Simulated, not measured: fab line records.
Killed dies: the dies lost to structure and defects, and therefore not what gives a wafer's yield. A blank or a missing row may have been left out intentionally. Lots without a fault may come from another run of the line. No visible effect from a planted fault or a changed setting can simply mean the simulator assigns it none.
Which tool did it? / flow rit-cmos / 7 lots, 21 wafers sampled, at 2 steps of a route of 202

## WHAT THE GAUGES READ, wafer by wafer
RIT_WELLDRIVE_RS_MEAS_01: measures by four-point-probe.
lot=L240; measured=day 2 09:12; on=film-metro-01; NWELL_RS (ohm/sq)=280.1 280.6 280.1
lot=L242; measured=day 2 18:32; on=film-metro-03; NWELL_RS (ohm/sq)=279.7 279.8 280.1
lot=L244; measured=day 3 04:58; on=film-metro-01; NWELL_RS (ohm/sq)=278.6 278.8 279.5
lot=L247; measured=day 3 20:08; on=film-metro-03; NWELL_RS (ohm/sq)=281.4 280.8 279.5
lot=L249; measured=day 4 06:18; on=film-metro-04; NWELL_RS (ohm/sq)=290.3 290.8 290.4
lot=L259; measured=day 6 07:51; on=film-metro-01; NWELL_RS (ohm/sq)=279.7 280.3 280.1
lot=L261; measured=day 6 18:23; on=film-metro-01; NWELL_RS (ohm/sq)=281.1 280.4 279.6

## EACH LOT AND THE TOOL THAT RAN IT (in order: tool; ch and the chambers of the sampled wafers; start)
lot=L240; RIT_WELLDRIVE_ANNEAL_00=furnace-01 ch 0, day 2 04:04
lot=L242; RIT_WELLDRIVE_ANNEAL_00=furnace-01 ch 0, day 2 13:26
lot=L244; RIT_WELLDRIVE_ANNEAL_00=furnace-02 ch 0, day 2 23:52
lot=L247; RIT_WELLDRIVE_ANNEAL_00=furnace-01 ch 0, day 3 15:03
lot=L249; RIT_WELLDRIVE_ANNEAL_00=furnace-01 ch 0, day 4 01:13
lot=L259; RIT_WELLDRIVE_ANNEAL_00=furnace-04 ch 0, day 6 02:44
lot=L261; RIT_WELLDRIVE_ANNEAL_00=furnace-02 ch 0, day 6 13:18
- RIT_WELLDRIVE_ANNEAL_00: time 14700 s.

## THE ANSWER, worked out from the rows above alone
Rule: the lots themselves supply what counts as usual. Put in order of their means at a reading, lots are off if they are a third of the lots or fewer, leave a main group of 4 or more, and stand apart from it by a gap of 3 or more times the standard deviation of the main group's means; of several such gaps the widest counts. If all means in a main group match to the digits the tables above print for the reading, that group is not used. A lot without any number at a reading at which 4 lots or more have one is off too. All remaining lots with rows at the step are treated as sound.
Off: at RIT_WELLDRIVE_RS_MEAS_01 (NWELL_RS), L249. Mean 280.0 ohm/sq and standard deviation 0.52 in the main group.
A tool fits if, at a process step before that reading, it ran every lot that is off, and no sound lot after the first of them. The gauges at RIT_WELLDRIVE_RS_MEAS_01 are tried like those tools. Can't be told from this: 2 tools fit, furnace-01 at RIT_WELLDRIVE_ANNEAL_00, film-metro-04 at RIT_WELLDRIVE_RS_MEAS_01.

## WHAT HAD BEEN PUT IN BY THE SIMULATOR
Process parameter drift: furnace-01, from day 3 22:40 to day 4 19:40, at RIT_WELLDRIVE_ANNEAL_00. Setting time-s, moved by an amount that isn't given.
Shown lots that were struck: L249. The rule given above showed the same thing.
